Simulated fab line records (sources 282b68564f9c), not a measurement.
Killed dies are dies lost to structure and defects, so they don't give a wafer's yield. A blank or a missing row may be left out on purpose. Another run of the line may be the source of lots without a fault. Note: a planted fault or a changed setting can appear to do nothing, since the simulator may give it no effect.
Which tool did it? | flow ritCmos | 33 wafers from 11 lots sampled at 3 of the route's 202 steps

WHAT THE GAUGES READ, wafer by wafer
RIT_FOX1_THK_MEAS_01.
lot  | measured    | on           | FOX1_OXIDE_THK (nm)
L227 | day 1 17:52 | filmMetro-02 | 347 346 350
L228 | day 1 23:03 | filmMetro-02 | 356 359 356
L229 | day 2 05:10 | filmMetro-02 | 357 355 364
L237 | day 3 21:19 | filmMetro-01 | 340 344 350
L238 | day 4 01:37 | filmMetro-02 | 349 357 356
L240 | day 4 11:17 | filmMetro-02 | 355 358 360
L242 | day 4 20:09 | filmMetro-01 | 356 353 355
L246 | day 5 19:19 | filmMetro-04 | 360 350 349
L247 | day 5 21:13 | filmMetro-01 | 361 358 366
L249 | day 6 08:06 | filmMetro-04 | 365 359 364
L250 | day 6 14:34 | filmMetro-01 | 362 355 361

RIT_NWELL_TW_MEAS_10.
lot  | measured    | on           | NWELL_TW
L227 | day 1 21:55 | filmMetro-02 | 2145 2144 2140
L228 | day 2 03:03 | filmMetro-01 | 2146 2144 2142
L229 | day 2 09:10 | filmMetro-01 | 2143 2150 2145
L237 | day 4 01:20 | filmMetro-03 | 2042 2029 2049
L238 | day 4 05:41 | filmMetro-01 | 2051 2046 2068
L240 | day 4 15:26 | filmMetro-02 | 2138 2162 2148
L242 | day 5 00:08 | filmMetro-01 | 2126 2146 2139
L246 | day 6 00:26 | filmMetro-01 | 2137 2132 2133
L247 | day 6 01:38 | filmMetro-02 | 2153 2150 2142
L249 | day 6 12:14 | filmMetro-02 | 2147 2153 2148
L250 | day 6 19:22 | filmMetro-03 | 2133 2141 2131

WHICH TOOL RAN EACH LOT (tool, then ch and the chambers of the sampled wafers, then the start)
lot  | RIT_NWELL_IMPLANT_08
L227 | implanter-01 ch 0, day 1 21:37
L228 | implanter-03 ch 0, day 2 02:44
L229 | implanter-03 ch 0, day 2 08:51
L237 | implanter-03 ch 0, day 4 01:04
L238 | implanter-03 ch 0, day 4 05:22
L240 | implanter-02 ch 0, day 4 15:07
L242 | implanter-02 ch 0, day 4 23:49
L246 | implanter-01 ch 0, day 6 00:08
L247 | implanter-02 ch 0, day 6 01:19
L249 | implanter-02 ch 0, day 6 11:55
L250 | implanter-02 ch 0, day 6 19:04
- RIT_NWELL_IMPLANT_08

AS READ BY THE TOOLS THEMSELVES (means over the sampled wafers that have a number; for cases with no such wafer, the mark the record gives instead)
RIT_NWELL_IMPLANT_08.
lot  | tool         | beamEnergyKeV | tiltDeg (degrees)
L227 | implanter-01 | 169.94        | 6.993
L228 | implanter-03 | 170.07        | 6.974
L229 | implanter-03 | 169.97        | 6.985
L237 | implanter-03 | 139.38        | 6.995
L238 | implanter-03 | 139.43        | 7.000
L240 | implanter-02 | 169.95        | 6.984
L242 | implanter-02 | 170.02        | 6.989
L246 | implanter-01 | 170.05        | 7.005
L247 | implanter-02 | 169.93        | 6.970
L249 | implanter-02 | 170.02        | 6.983
L250 | implanter-02 | 170.01        | 6.969

THE ANSWER, worked out from the rows above alone
Rule: the lots themselves supply what counts as usual. Put in order of their means at a reading, lots are off if they are a third of the lots or fewer, leave a main group of 4 or more, and stand apart from it by a gap of 3 or more times the standard deviation of the main group's means; of several such gaps the widest counts. A main group is skipped when, at the precision printed for the reading in the tables above, its means are all equal. Also off: a lot with no number at a reading for which 4 or more lots have one. The other lots that the step has rows for count as sound. After the gauges, taken in route order, come the tools' own readings; for these a lot's mean is taken, as printed above. The first step at which some lot is off is used, and at that step the reading that is off furthest; a lot without a number counts as furthest.
Off: L237, L238, at RIT_NWELL_TW_MEAS_10 (NWELL_TW). The main group has a mean of 2143 with a standard deviation of 5.8.
A tool fits if, at a process step before that reading, it ran every lot that is off, and no sound lot after the first of them. Not tried: the gauges at RIT_NWELL_TW_MEAS_10; whatever is off there is also off at RIT_NWELL_IMPLANT_08, on other tools, and gauge error can't account for it. One fits: RIT_NWELL_IMPLANT_08 on implanter-03. A fault onset in the window from L229 (day 2 08:51, its last sound lot) to L237 (day 4 01:04, its first lot off) fits.
The tool's own readings at RIT_NWELL_IMPLANT_08 bear it out: on the lots that are off they differ by more than 5 times the standard deviation of the sound lots' means. beamEnergyKeV reads 139.41 there against 170.00 on the sound lots.

WHAT WAS PUT IN BY THE SIMULATOR
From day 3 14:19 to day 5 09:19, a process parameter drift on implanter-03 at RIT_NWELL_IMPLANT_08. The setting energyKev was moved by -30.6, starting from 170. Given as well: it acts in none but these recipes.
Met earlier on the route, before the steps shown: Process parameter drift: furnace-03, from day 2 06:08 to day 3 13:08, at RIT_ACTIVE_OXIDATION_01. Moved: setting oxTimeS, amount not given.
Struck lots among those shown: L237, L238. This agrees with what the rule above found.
